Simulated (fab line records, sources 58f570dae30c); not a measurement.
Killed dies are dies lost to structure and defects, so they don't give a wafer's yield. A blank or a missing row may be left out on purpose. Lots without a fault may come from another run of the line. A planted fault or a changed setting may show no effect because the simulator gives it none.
fab line records | flow berkeley_cmos170
record lots=24 wafers=72 last_day=12
route steps=331 shown V1@258 M2@278 V2@293 M3@310
lots that met no fault: from a run of the same line without faults
start_h: hours from the record's first day to the start of the lot's first wafer shown | wait_h: hours since the lot's step before | " the same as in the row above | L1.1+2: a row that stands for several wafers | - no value, or no start given | * or withheld: withheld | < > ~ a bound
route shown NAME@n: a module of which the file shows steps, and the number in the route of the first | usual: mean/standard deviation of fault-free wafers | same: alike in all rows | chamber/n: place in a boat | sites: the reading at each site | _std_site: their standard deviation | _edge_site: outer sites' mean less inner sites' | radius_mm: how far each site lies from the wafer's centre | mask NAME#n: copy n | behind: the tool/chamber that last shaped the wafer | hold: why the lot was held/for how many hours/how that ended | device: the transistor (n, p or np) that didn't switch | end of line: the same wafers' tests at the end of the route | a step without rows: its recipe alone | killed: dies lost to structure and defects at the first sort, not the wafer's yield | map: a wafer's dies, x killed, . not, _ none there
set.NAME: the setting as run; set.NAME@STEP: as run at that earlier step | model.NAME: the simulator's own value behind a step, which no gauge read
steps of the route over a sample of lots; a table a step, a row a wafer
services: from which hour (start_h, from the record's first day; less than 0 if before it) a tool's chamber was out of use, for how many hours, and why
## steps
# step UCB170_V1_THK_MEAS_04
# recipe reads=SiO2_of_V1_CVD_00
# usual V1_POLISHED_THK=1000.5/1.1
# columns lot.wafer tool chamber start_h wait_h V1_POLISHED_THK[nm]
L077.2 film_metro-01 - 189.25 0.1 998.4
L077.3 " - " " 1000.5
L077.5 " - " " 999.5
L074.4 film_metro-01 - 190.65 0.1 1003.2
L074.5 " - " " 1002.5
L074.6 " - " " 1000.1
L075.2 film_metro-02 - 191.92 0.1 999.7
L075.3 " - " " 1000.8
L075.6 " - " " 1000.5
L076.2 film_metro-01 - 191.92 0.1 1000.5
L076.3 " - " " 1002.0
L076.6 " - " " 1002.0
L079.1 film_metro-02 - 199.85 0.1 999.7
L079.2 " - " " 1000.4
L079.3 " - " " 999.6
L080.1 film_metro-01 - 201.18 0.1 1000.2
L080.2 " - " " 1000.8
L080.5 " - " " 998.9
L078.2 film_metro-01 - 206.87 0.1 1001.8
L078.3 " - " " 1000.9
L078.5 " - " " 1002.2
L082.1 film_metro-02 - 208.19 0.1 1000.1
L082.2 " - " " 1000.0
L082.3 " - " " 1001.9
L081.3 film_metro-01 - 209.55 0.1 1001.2
L081.4 " - " " 1000.7
L081.5 " - " " 1001.2
L083.1 film_metro-01 - 220.52 0.1 1000.5
L083.3 " - " " 997.8
L083.5 " - " " 996.8
L085.4 film_metro-01 - 221.92 0.1 999.9
L085.5 " - " " 999.8
L085.6 " - " " 1000.8
L084.4 film_metro-02 - 224.00 0.1 1001.4
L084.5 " - " " 1001.4
L084.6 " - " " 1000.6
L086.3 film_metro-02 - 230.11 0.1 1001.0
L086.4 " - " " 1000.2
L086.6 " - " " 1000.1
L088.2 film_metro-03 - 233.42 0.1 999.3
L088.4 " - " " 999.5
L088.6 " - " " 999.3
L087.1 film_metro-03 - 234.66 0.1 999.9
L087.3 " - " " 1000.0
L087.6 " - " " 999.0
L089.1 film_metro-01 - 234.66 0.1 1001.6
L089.4 " - " " 1000.2
L089.6 " - " " 1001.8
L091.1 film_metro-01 - 261.79 0.1 1001.1
L091.3 " - " " 1000.2
L091.5 " - " " 1000.0
L094.1 film_metro-01 - 263.13 0.1 999.0
L094.3 " - " " 1001.3
L094.5 " - " " 1001.7
L090.2 film_metro-03 - 263.44 0.1 1001.7
L090.4 " - " " 1001.7
L090.5 " - " " 1001.7
L092.2 film_metro-01 - 263.74 0.1 1000.8
L092.3 " - " " 1000.3
L092.5 " - " " 999.9
L093.3 film_metro-02 - 264.48 0.1 1002.7
L093.5 " - " " 1001.1
L093.6 " - " " 1001.1
L095.2 film_metro-02 - 282.09 0.1 1001.0
L095.4 " - " " 1000.7
L095.5 " - " " 998.9
L096.3 film_metro-01 - 282.10 0.1 1001.2
L096.5 " - " " 1000.0
L096.6 " - " " 1000.1
L097.2 film_metro-01 - 282.39 0.1 1001.7
L097.3 " - " " 999.7
L097.5 " - " " 998.5
# step UCB170_M2_STRIP_07
# recipe chemistry=O2 power_w=400 pressure_mtorr=3500 platen_temp_c=withheld o2_flow_sccm=400 overash_fraction=0.5
# usual drypump_motor_current_A=6.0/0.5 oes_product_au=0.734/0.0042 strip_time_to_endpoint_s=21.94/0.06
# columns lot.wafer tool chamber start_h wait_h drypump_motor_current_A oes_product_au rf_hours_counter_h strip_time_to_endpoint_s
L077.2 plasma_asher-02 1 193.36 0.1 6.3 0.733 49 21.92
L077.3 " 0 " " 6.1 0.733 - 21.89
L077.5 " 1 " " 6.3 0.740 - 21.97
L074.4 plasma_asher-03 1 195.29 0.1 6.4 0.731 - 22.03
L074.5 " 1 " " 6.3 0.742 - 22.03
L074.6 " 0 " " 5.2 0.731 - 22.06
L075.2 plasma_asher-03 0 196.35 0.1 5.2 0.738 41 21.90
L075.3 " 0 " " 5.2 0.731 - 21.98
L075.6 " 1 " " 6.4 0.741 - 21.86
L076.2 plasma_asher-01 0 196.46 0.1 6.3 0.737 11 21.89
L076.3 " 0 " " 6.3 0.734 - 21.87
L076.6 " 1 " " 6.0 0.734 - 21.86
L079.1 plasma_asher-03 1 202.66 0.1 6.4 0.730 42 21.90
L079.2 " 0 " " 5.2 0.729 42 21.88
L079.3 " 1 " " 6.4 0.736 - 21.86
L080.1 plasma_asher-03 1 204.98 0.1 6.4 0.739 42 21.91
L080.2 " 0 " " 5.2 0.736 42 21.89
L080.5 " 0 " " 5.2 0.732 - 21.86
L078.2 plasma_asher-03 1 211.09 0.1 6.4 0.736 43 22.07
L078.3 " 1 " " 6.4 0.737 - 21.98
L078.5 " 1 " " 6.3 0.740 - 22.09
L082.1 plasma_asher-01 1 211.44 0.1 6.0 0.733 13 21.95
L082.2 " 0 " " 6.3 0.726 13 22.01
L082.3 " 0 " " 6.3 0.739 - 21.97
L081.3 plasma_asher-03 1 212.37 0.1 6.4 0.735 - 21.91
L081.4 " 0 " " 5.2 0.732 - 21.93
L081.5 " 0 " " 5.2 0.731 - 21.92
L083.1 plasma_asher-01 1 223.77 0.1 6.0 0.733 15 22.00
L083.3 " 1 " " 6.1 0.731 - 21.96
L083.5 " 0 " " 6.3 0.731 - 21.96
L085.4 plasma_asher-01 0 224.66 0.1 6.3 0.737 - 21.89
L085.5 " 0 " " 6.3 0.732 - 21.84
L085.6 " 1 " " 6.0 0.737 - 21.89
L084.4 plasma_asher-03 1 226.60 0.1 6.4 0.732 - 21.82
L084.5 " 1 " " 6.4 0.737 - 21.91
L084.6 " 0 " " 5.2 0.730 - 21.91
L086.3 plasma_asher-03 0 233.39 0.1 5.2 0.730 - 21.93
L086.4 " 1 " " 6.4 0.731 - 21.96
L086.6 " 0 " " 5.2 0.738 - 21.90
L088.2 plasma_asher-01 0 237.16 0.1 6.3 0.746 17 21.92
L088.4 " 1 " " 6.0 0.734 - 21.91
L088.6 " 1 " " 6.0 0.733 - 21.89
L087.1 plasma_asher-02 0 239.96 0.1 6.2 0.735 55 21.96
L087.3 " 0 " " 6.2 0.736 - 22.00
L087.6 " 1 " " 6.3 0.738 - 22.02
L089.1 plasma_asher-03 0 240.28 0.1 5.2 0.734 47 22.07
L089.4 " 0 " " 5.2 0.735 - 22.09
L089.6 " 1 " " 6.4 0.735 - 22.01
L091.1 plasma_asher-02 1 265.34 0.1 6.3 0.729 57 21.92
L091.3 " 0 " " 6.1 0.739 - 21.97
L091.5 " 0 " " 6.1 0.738 - 22.01
L094.1 plasma_asher-03 1 266.79 0.1 6.4 0.735 50 21.83
L094.3 " 1 " " 6.4 0.735 - 21.97
L094.5 " 1 " " 6.4 0.729 - 22.00
L090.2 plasma_asher-03 1 267.57 0.1 6.4 0.728 50 21.88
L090.4 " 1 " " 6.4 0.739 - 21.84
L090.5 " 0 " " 5.2 0.732 - 21.89
L092.2 plasma_asher-03 1 267.96 0.1 6.4 0.736 50 21.95
L092.3 " 1 " " 6.4 0.736 - 21.96
L092.5 " 0 " " 5.2 0.729 - 21.96
L093.3 plasma_asher-02 1 268.10 0.1 6.3 0.742 - 21.98
L093.5 " 0 " " 6.2 0.741 - 21.99
L093.6 " 1 " " 6.4 0.731 - 21.98
L095.2 plasma_asher-03 0 284.86 0.1 5.2 0.729 52 21.91
L095.4 " 0 " " 5.2 0.737 - 21.87
L095.5 " 1 " " 6.4 0.731 - 21.84
L096.3 plasma_asher-02 1 285.17 0.1 6.3 0.732 - 21.92
L096.5 " 0 " " 6.1 0.732 - 21.92
L096.6 " 1 " " 6.4 0.737 - 21.93
L097.2 plasma_asher-03 1 285.38 0.1 6.4 0.735 52 21.94
L097.3 " 1 " " 6.4 0.733 - 21.93
L097.5 " 1 " " 6.4 0.728 - 21.89
# step UCB170_V2_THK_MEAS_01
# recipe reads=SiO2_of_V2_CVD_00
# usual V2_TEOS_THK=1989/27
# columns lot.wafer tool chamber start_h wait_h V2_TEOS_THK[nm]
L077.2 film_metro-04 - 196.67 0.1 1969
L077.3 " - " " 1964
L077.5 " - " " 1981
L074.4 film_metro-02 - 197.55 0.0 2033
L074.5 " - " " 1999
L074.6 " - " " 2034
L075.2 film_metro-04 - 198.49 0.1 1958
L075.3 " - " " 1961
L075.6 " - " " 1964
L076.2 film_metro-02 - 198.76 0.1 1969
L076.3 " - " " 1952
L076.6 " - " " 1963
L079.1 film_metro-02 - 205.32 0.1 1922
L079.2 " - " " 1940
L079.3 " - " " 1960
L080.1 film_metro-04 - 206.92 0.1 2006
L080.2 " - " " 1979
L080.5 " - " " 2048
L078.2 film_metro-04 - 213.35 0.1 1978
L078.3 " - " " 1993
L078.5 " - " " 2000
L082.1 film_metro-02 - 213.52 0.1 1975
L082.2 " - " " 1979
L082.3 " - " " 1943
L081.3 film_metro-02 - 214.53 0.1 2021
L081.4 " - " " 2008
L081.5 " - " " 2057
L083.1 film_metro-04 - 225.77 0.1 1991
L083.3 " - " " 1972
L083.5 " - " " 2049
L085.4 film_metro-04 - 226.66 0.0 2008
L085.5 " - " " 1997
L085.6 " - " " 2021
L084.4 film_metro-04 - 228.59 0.0 2054
L084.5 " - " " 2022
L084.6 " - " " 2015
L086.3 film_metro-02 - 236.55 0.1 1979
L086.4 " - " " 2043
L086.6 " - " " 2021
L088.2 film_metro-02 - 240.75 0.2 1972
L088.4 " - " " 2010
L088.6 " - " " 1990
L087.1 film_metro-04 - 242.49 0.1 1940
L087.3 " - " " 1978
L087.6 " - " " 1990
L089.1 film_metro-02 - 242.77 0.1 2002
L089.4 " - " " 2027
L089.6 " - " " 2003
L091.1 film_metro-01 - 268.02 0.1 1962
L091.3 " - " " 1955
L091.5 " - " " 1980
L094.1 film_metro-02 - 269.28 0.1 1959
L094.3 " - " " 1974
L094.5 " - " " 1977
L090.2 film_metro-04 - 270.15 0.1 1986
L090.4 " - " " 2008
L090.5 " - " " 2022
L092.2 film_metro-04 - 270.43 0.1 1971
L092.3 " - " " 1955
L092.5 " - " " 2013
L093.3 film_metro-04 - 270.60 0.1 1943
L093.5 " - " " 2003
L093.6 " - " " 1989
L095.2 film_metro-02 - 287.40 0.1 1965
L095.4 " - " " 2013
L095.5 " - " " 2016
L096.3 film_metro-02 - 288.01 0.1 1978
L096.5 " - " " 2001
L096.6 " - " " 2011
L097.2 film_metro-04 - 288.27 0.1 1979
L097.3 " - " " 1969
L097.5 " - " " 1996
# step UCB170_M3_SPUTTER_01
# recipe material=Al target_thk_nm=900 time_s=120 power_w=6000 chamber_pressure_pa=0.5
# usual throttle_valve_pct=30.1/1.2
# columns lot.wafer tool chamber start_h wait_h throttle_valve_pct
L077.2 pvd_sputter-04 - 198.84 0.0 30.7
L077.3 " - " " 29.8
L077.5 " - " " 30.6
L074.4 pvd_sputter-02 - 199.87 0.0 29.5
L074.5 " - " " 28.4
L074.6 " - " " 29.3
L075.2 pvd_sputter-04 - 201.35 0.0 33.0
L075.3 " - " " 29.5
L075.6 " - " " 33.1
L076.2 pvd_sputter-01 - 201.67 0.0 30.2
L076.3 " - " " 30.0
L076.6 " - " " 30.0
L079.1 pvd_sputter-02 - 207.92 0.0 30.5
L079.2 " - " " 29.3
L079.3 " - " " 28.2
L080.1 pvd_sputter-04 - 209.51 0.0 29.5
L080.2 " - " " 29.8
L080.5 " - " " 33.0
L082.1 pvd_sputter-04 - 218.35 0.0 30.3
L082.2 " - " " 29.6
L082.3 " - " " 33.1
L078.2 pvd_sputter-02 - 218.90 0.0 29.4
L078.3 " - " " 29.8
L078.5 " - " " 29.4
L081.3 pvd_sputter-01 - 218.93 0.0 29.1
L081.4 " - " " 30.5
L081.5 " - " " 29.3
L083.1 pvd_sputter-04 - 228.48 0.0 33.0
L083.3 " - " " 29.8
L083.5 " - " " 33.3
L085.4 pvd_sputter-02 - 229.16 0.0 30.2
L085.5 " - " " 30.4
L085.6 " - " " 29.9
L084.4 pvd_sputter-01 - 233.25 0.0 29.3
L084.5 " - " " 30.0
L084.6 " - " " 30.4
L086.3 pvd_sputter-01 - 239.85 0.0 29.9
L086.4 " - " " 30.4
L086.6 " - " " 29.9
L088.2 pvd_sputter-04 - 243.32 0.0 29.6
L088.4 " - " " 30.4
L088.6 " - " " 30.1
L087.1 pvd_sputter-02 - 244.80 0.0 30.2
L087.3 " - " " 29.2
L087.6 " - " " 28.2
L089.1 pvd_sputter-01 - 245.07 0.0 29.3
L089.4 " - " " 30.2
L089.6 " - " " 29.7
L091.1 pvd_sputter-04 - 270.33 0.0 29.7
L091.3 " - " " 30.5
L091.5 " - " " 29.4
L094.1 pvd_sputter-02 - 271.74 0.0 30.4
L094.3 " - " " 29.3
L094.5 " - " " 29.9
L090.2 pvd_sputter-01 - 272.68 0.0 29.3
L090.4 " - " " 29.8
L090.5 " - " " 29.9
L092.2 pvd_sputter-04 - 273.27 0.0 29.7
L092.3 " - " " 29.6
L092.5 " - " " 33.3
L093.3 pvd_sputter-02 - 273.59 0.0 29.4
L093.5 " - " " 28.1
L093.6 " - " " 29.7
L095.2 pvd_sputter-02 - 290.38 0.0 30.4
L095.4 " - " " 29.5
L095.5 " - " " 30.0
L096.3 pvd_sputter-01 - 290.87 0.0 29.9
L096.5 " - " " 30.5
L096.6 " - " " 30.0
L097.2 pvd_sputter-04 - 291.42 0.0 30.5
L097.3 " - " " 33.2
L097.5 " - " " 29.9
# step UCB170_M3_ETCH_17
# recipe chemistry=N2/H2 target_depth_a=withheld overetch_a=withheld target=BARC time_s=withheld source_w=500 bias_w=100 pressure_mtorr=30 n2_flow_sccm=100 h2_flow_sccm=200
# usual drypump_motor_current_A=5.8/0.4 oes_product_au=0.998/0.021 throttle_valve_pct=13.31/0.17
# columns lot.wafer tool chamber start_h wait_h drypump_motor_current_A oes_product_au throttle_valve_pct
L077.2 rie_diel-02 2 201.34 0.0 6.3 1.047 13.33
L077.3 " 1 " " 4.9 0.993 13.50
L077.5 " 2 " " 6.2 1.045 13.32
L074.4 rie_diel-02 0 203.73 0.0 5.6 0.974 13.12
L074.5 " 3 " " 6.0 1.001 13.31
L074.6 " 2 " " 6.3 1.041 13.33
L075.2 rie_diel-04 2 205.00 0.0 4.9 1.004 13.01
L075.3 " 1 " " 6.3 0.998 13.61
L075.6 " 3 " " 6.0 1.001 12.93
L076.2 rie_diel-03 3 205.07 0.0 5.8 1.001 13.42
L076.3 " 0 " " 5.9 1.014 13.20
L076.6 " 0 " " 5.9 1.009 13.20
L079.1 rie_diel-03 2 210.80 0.0 5.9 0.996 13.44
L079.2 " 3 " " 5.8 1.000 13.40
L079.3 " 0 " " 5.9 1.016 13.22
L080.1 rie_diel-03 0 212.06 0.0 5.9 1.014 13.20
L080.2 " 3 " " 5.8 0.998 13.41
L080.5 " 0 " " 5.9 1.026 13.20
L082.1 rie_diel-03 0 221.75 0.0 5.9 1.010 13.20
L082.2 " 1 " " 6.1 0.989 13.42
L082.3 " 2 " " 5.9 0.995 13.44
L078.2 rie_diel-02 2 221.82 0.0 6.3 1.039 13.33
L078.3 " 1 " " 4.9 0.996 13.49
L078.5 " 3 " " 6.0 1.003 13.30
L081.3 rie_diel-04 2 222.14 0.0 4.9 1.008 13.01
L081.4 " 3 " " 6.0 0.988 12.94
L081.5 " 2 " " 4.9 0.997 12.99
L083.1 rie_diel-03 1 231.24 0.0 6.1 0.998 13.40
L083.3 " 2 " " 5.9 1.001 13.43
L083.5 " 2 " " 5.9 0.996 13.43
L085.4 rie_diel-02 1 231.51 0.0 4.9 0.986 13.50
L085.5 " 0 " " 5.6 0.967 13.13
L085.6 " 3 " " 6.0 1.012 13.29
L084.4 rie_diel-03 1 239.29 0.0 6.1 0.988 13.39
L084.5 " 2 " " 5.9 1.006 13.42
L084.6 " 0 " " 5.9 1.017 13.22
L086.3 rie_diel-04 2 242.41 0.0 4.9 0.986 13.01
L086.4 " 0 " " 6.0 0.960 13.42
L086.6 " 1 " " 6.3 0.982 13.60
L088.2 rie_diel-04 1 245.43 0.0 6.3 0.992 13.61
L088.4 " 3 " " 6.0 0.987 12.95
L088.6 " 2 " " 4.9 0.988 12.99
L087.1 rie_diel-03 1 246.91 0.0 6.1 0.989 13.40
L087.3 " 2 " " 5.9 1.005 13.43
L087.6 " 1 " " 6.1 0.984 13.42
L089.1 rie_diel-02 0 247.23 0.0 5.6 0.979 13.15
L089.4 " 3 " " 6.0 0.996 13.29
L089.6 " 3 " " 6.0 1.001 13.31
L091.1 rie_diel-02 3 272.52 0.0 6.1 1.002 13.30
L091.3 " 1 " " 4.9 1.001 13.51
L091.5 " 0 " " 5.6 0.987 13.14
L094.1 rie_diel-02 1 275.32 0.0 4.9 1.003 13.50
L094.3 " 2 " " 6.3 1.057 13.34
L094.5 " 0 " " 5.6 0.981 13.14
L090.2 rie_diel-03 2 276.10 0.0 5.9 0.990 13.43
L090.4 " 3 " " 5.8 0.952 13.42
L090.5 " 2 " " 5.9 0.995 13.41
L092.2 rie_diel-02 0 276.59 0.0 5.6 0.977 13.12
L092.3 " 2 " " 6.3 1.060 13.34
L092.5 " 0 " " 5.6 0.992 13.14
L093.3 rie_diel-02 2 277.54 0.0 6.3 1.048 13.32
L093.5 " 1 " " 4.9 1.009 13.50
L093.6 " 0 " " 5.6 0.984 13.13
L095.2 rie_diel-03 3 292.57 0.0 5.8 0.955 13.42
L095.4 " 1 " " 6.1 0.985 13.41
L095.5 " 2 " " 5.9 1.000 13.43
L096.3 rie_diel-04 2 293.03 0.0 4.9 0.990 13.02
L096.5 " 0 " " 6.0 0.976 13.41
L096.6 " 3 " " 6.0 1.002 12.93
L097.2 rie_diel-03 0 293.41 0.0 5.9 1.021 13.21
L097.3 " 1 " " 6.1 0.989 13.41
L097.5 " 3 " " 5.8 0.956 13.43
# step UCB170_M3_STRIP_19
# recipe chemistry=O2 power_w=400 pressure_mtorr=3500 platen_temp_c=withheld o2_flow_sccm=400 overash_fraction=0.5
# usual drypump_motor_current_A=5.8/0.45 oes_product_au=0.512/0.016
# columns lot.wafer tool chamber start_h wait_h drypump_motor_current_A oes_product_au rf_hours_counter_h
L077.2 plasma_asher-02 0 201.57 0.1 6.1 0.519 50
L077.3 " 0 " " 6.1 0.507 -
L077.5 " 0 " " 6.2 0.525 -
L074.4 plasma_asher-03 1 203.99 0.1 6.4 0.527 -
L074.5 " 0 " " 5.2 0.519 -
L074.6 " 1 " " 6.4 0.526 -
L075.2 plasma_asher-04 1 205.23 0.1 5.5 0.535 51
L075.3 " 1 " " 5.5 0.512 -
L075.6 " 1 " " 5.5 0.529 -
L076.2 plasma_asher-03 1 205.30 0.1 6.4 0.488 42
L076.3 " 1 " " 6.4 0.506 -
L076.6 " 1 " " 6.4 0.484 -
L079.1 plasma_asher-04 1 211.03 0.1 5.5 0.511 51
L079.2 " 0 " " 5.6 0.517 51
L079.3 " 0 " " 5.6 0.516 -
L080.1 plasma_asher-04 0 212.29 0.1 5.6 0.483 52
L080.2 " 1 " " 5.5 0.501 52
L080.5 " 0 " " 5.6 0.504 -
L082.1 plasma_asher-03 0 221.98 0.1 5.2 0.539 45
L082.2 " 1 " " 6.4 0.522 45
L082.3 " 1 " " 6.4 0.517 -
L078.2 plasma_asher-02 0 222.05 0.1 6.2 0.510 53
L078.3 " 0 " " 6.1 0.494 -
L078.5 " 0 " " 6.1 0.505 -
L081.3 plasma_asher-03 0 222.41 0.1 5.2 0.508 -
L081.4 " 1 " " 6.4 0.482 -
L081.5 " 1 " " 6.4 0.505 -
L083.1 plasma_asher-03 1 231.47 0.1 6.4 0.539 46
L083.3 " 1 " " 6.4 0.518 -
L083.5 " 1 " " 6.4 0.530 -
L085.4 plasma_asher-02 0 231.84 0.1 6.1 0.499 -
L085.5 " 0 " " 6.1 0.482 -
L085.6 " 1 " " 6.3 0.503 -
L084.4 plasma_asher-04 1 239.53 0.1 5.5 0.522 -
L084.5 " 1 " " 5.5 0.540 -
L084.6 " 0 " " 5.5 0.506 -
L086.3 plasma_asher-02 1 242.67 0.1 6.3 0.530 -
L086.4 " 0 " " 6.2 0.517 -
L086.6 " 0 " " 6.2 0.520 -
L088.2 plasma_asher-03 1 245.66 0.1 6.4 0.482 48
L088.4 " 0 " " 5.2 0.497 -
L088.6 " 0 " " 5.2 0.491 -
L087.1 plasma_asher-04 0 247.14 0.1 5.6 0.519 54
L087.3 " 1 " " 5.5 0.523 -
L087.6 " 1 " " 5.5 0.525 -
L089.1 plasma_asher-02 0 247.46 0.1 6.2 0.505 56
L089.4 " 0 " " 6.1 0.530 -
L089.6 " 1 " " 6.3 0.537 -
L091.1 plasma_asher-04 1 272.75 0.1 5.5 0.513 56
L091.3 " 1 " " 5.5 0.524 -
L091.5 " 1 " " 5.4 0.522 -
L094.1 plasma_asher-02 1 275.55 0.1 6.3 0.492 59
L094.3 " 1 " " 6.3 0.512 -
L094.5 " 0 " " 6.2 0.499 -
L090.2 plasma_asher-03 0 276.51 0.2 5.2 0.512 51
L090.4 " 0 " " 5.2 0.515 -
L090.5 " 0 " " 5.2 0.516 -
L092.2 plasma_asher-02 0 276.82 0.1 6.2 0.526 59
L092.3 " 0 " " 6.1 0.529 -
L092.5 " 1 " " 6.4 0.509 -
L093.3 plasma_asher-04 0 277.80 0.1 5.5 0.514 -
L093.5 " 1 " " 5.5 0.521 -
L093.6 " 0 " " 5.5 0.534 -
L095.2 plasma_asher-04 1 292.80 0.1 5.5 0.475 59
L095.4 " 1 " " 5.5 0.488 -
L095.5 " 1 " " 5.5 0.490 -
L096.3 plasma_asher-02 1 293.29 0.1 6.3 0.530 -
L096.5 " 0 " " 6.1 0.529 -
L096.6 " 1 " " 6.3 0.507 -
L097.2 plasma_asher-04 0 293.64 0.1 5.6 0.502 59
L097.3 " 1 " " 5.5 0.520 -
L097.5 " 0 " " 5.5 0.525 -
## services
# columns tool chamber start_h hours kind
rie_diel-04 - 184.90 0.2 repair
rie_diel-03 1 192.44 - clean
rie_diel-03 1 192.44 21.3 scheduled_down
rie_diel-03 1 192.44 21.3 vent_cycle
pvd_sputter-01 3 204.91 - consumable_replace:kit
pvd_sputter-01 3 204.91 18.0 scheduled_down
pvd_sputter-01 3 204.91 18.0 vent_cycle
plasma_asher-03 - 206.47 0.7 repair
rie_diel-04 1 208.21 1.6 repair
rie_diel-04 - 213.16 0.7 repair
rie_diel-03 3 213.79 - clean
rie_diel-03 3 213.79 31.1 scheduled_down
rie_diel-03 3 213.79 31.1 vent_cycle
plasma_asher-04 - 216.57 15.6 pm
rie_diel-04 - 221.56 0.5 repair
plasma_asher-01 - 229.83 2.7 repair
rie_diel-04 - 246.44 14.6 pm
pvd_sputter-01 - 256.91 13.0 repair
plasma_asher-01 - 257.41 1.2 repair
pvd_sputter-01 - 264.86 7.6 repair
## key
fault none
